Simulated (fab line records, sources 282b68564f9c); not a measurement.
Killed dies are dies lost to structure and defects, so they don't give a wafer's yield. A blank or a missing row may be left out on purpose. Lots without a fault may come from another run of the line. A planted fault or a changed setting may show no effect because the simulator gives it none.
Split-lot experiment | flow rit_cmos | 5 lots, 23 wafers read, on a route of 202 steps

THE SPLIT
At RIT_NLDD_IMPLANT_08, the setting energy_kev was moved away from the recipe's 20 on 5 of the 23 wafers read, by +2.8% to +4.9%. The other wafers ran this setting at the recipe's value.

The reading is taken at the split's own step.

THE READING
implant.drp_nm (the simulator's own value, which no gauge read), in nm, at RIT_NLDD_IMPLANT_08. The file gives no usual value for it.

wafer  | tool, chamber at the split | energy_kev as run | against the recipe | implant.drp_nm, nm | against lot-mates on the recipe
L075.2 | implanter-03, 0            | 20                | recipe             | 12.97              | -
L075.3 | implanter-03, 0            | 20                | recipe             | 12.97              | -
L075.4 | implanter-03, 0            | 20                | recipe             | 12.97              | -
L075.5 | implanter-03, 0            | 20                | recipe             | 12.97              | -
L075.6 | implanter-03, 0            | 20                | recipe             | 12.97              | -
L074.1 | implanter-02, 0            | 20                | recipe             | 12.97              | -
L074.2 | implanter-02, 0            | 20                | recipe             | 12.97              | -
L074.3 | implanter-02, 0            | 20                | recipe             | 12.97              | -
L074.5 | implanter-02, 0            | 20                | recipe             | 12.97              | -
L074.6 | implanter-02, 0            | 20                | recipe             | 12.97              | -
L078.1 | implanter-03, 0            | 20                | recipe             | 12.97              | -
L078.4 | implanter-03, 0            | 20                | recipe             | 12.97              | -
L078.5 | implanter-03, 0            | 20                | recipe             | 12.97              | -
L081.1 | implanter-03, 0            | 20.98             | +4.9%              | 13.35              | +0.38
L081.2 | implanter-03, 0            | 20.98             | +4.9%              | 13.35              | +0.38
L081.3 | implanter-03, 0            | 20.98             | +4.9%              | 13.35              | +0.38
L081.4 | implanter-03, 0            | 20                | recipe             | 12.97              | -
L081.6 | implanter-03, 0            | 20                | recipe             | 12.97              | -
L083.1 | implanter-02, 0            | 20.55             | +2.8%              | 13.18              | +0.21
L083.5 | implanter-02, 0            | 20.55             | +2.8%              | 13.18              | +0.21
L083.2 | implanter-02, 0            | 20                | recipe             | 12.97              | -
L083.3 | implanter-02, 0            | 20                | recipe             | 12.97              | -
L083.6 | implanter-02, 0            | 20                | recipe             | 12.97              | -

THE FIT
A straight line over all 23 wafers: implant.drp_nm changes by +0.0774 nm for each +1% of energy_kev; r = +1.00; the points scatter about the line by 0.00091 nm.
The same after taking each lot's own level away (the mean of its wafers on the recipe; 23 wafers): +0.0774 nm for each +1%; r = +1.00; scatter 0.00091 nm.
On that fit, the largest move of energy_kev shifts the reading by 0.38 nm.
The lots' own levels span 12.970 to 12.970 nm.
So the lot-to-lot level changes the slope little: the two slopes agree.
Check: with one of the wafers moved furthest among these (+4.9%) left out of the fit, the line predicts +0.379 nm for it against its lot-mates. It came out at +0.38 nm against them.

OTHER SPLITS ON THESE WAFERS
These wafers also went through other splits before the reading. Each is held against what the fit with the lots' levels taken away leaves over:
other split on the same wafers       | wafers away from the commonest value | r with implant.drp_nm (lot level and that fit taken away)
RIT_ACTIVE_DEVELOP_10 develop_time_s | 7                                    | +0.46
RIT_ACTIVE_ETCH_13 rf_w              | 2                                    | +0.05
RIT_ACTIVE_STRIP_14 pressure_mtorr   | 15                                   | -0.07
RIT_NWELL_IMPLANT_08 dose_cm2        | 5                                    | -0.18
RIT_PWELL_IMPLANT_08 energy_kev      | 8                                    | -0.27
RIT_NRETRO_IMPLANT_08 dose_cm2       | 7                                    | -0.40
RIT_PRETRO_SOFTBAKE_02 temp_c        | 9                                    | +0.04
RIT_GATE_CVD_08 time_s               | 18                                   | -0.17
RIT_GATE_DEVELOP_15 dev_temp_c       | 11                                   | +0.08
RIT_REOX_OXIDATION_03 ox_time_s      | 18                                   | -0.41

THE WHOLE CHAIN: every reading that the file lists as answering this split, in the file's order
step                | what it does | reading                                                         | change (the file's fit)                | r (the file's)
RIT_NLDD_IMPLANT_08 |              | implant.rp_nm (the simulator's own value, which no gauge read)  | +0.187 nm for each +1% of the setting  | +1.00
RIT_NLDD_IMPLANT_08 |              | implant.drp_nm (the simulator's own value, which no gauge read) | +0.0776 nm for each +1% of the setting | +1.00

THE FILE'S OWN FIT
implant.drp_nm changes by +0.0776 nm for each +1% of energy_kev, r = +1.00.
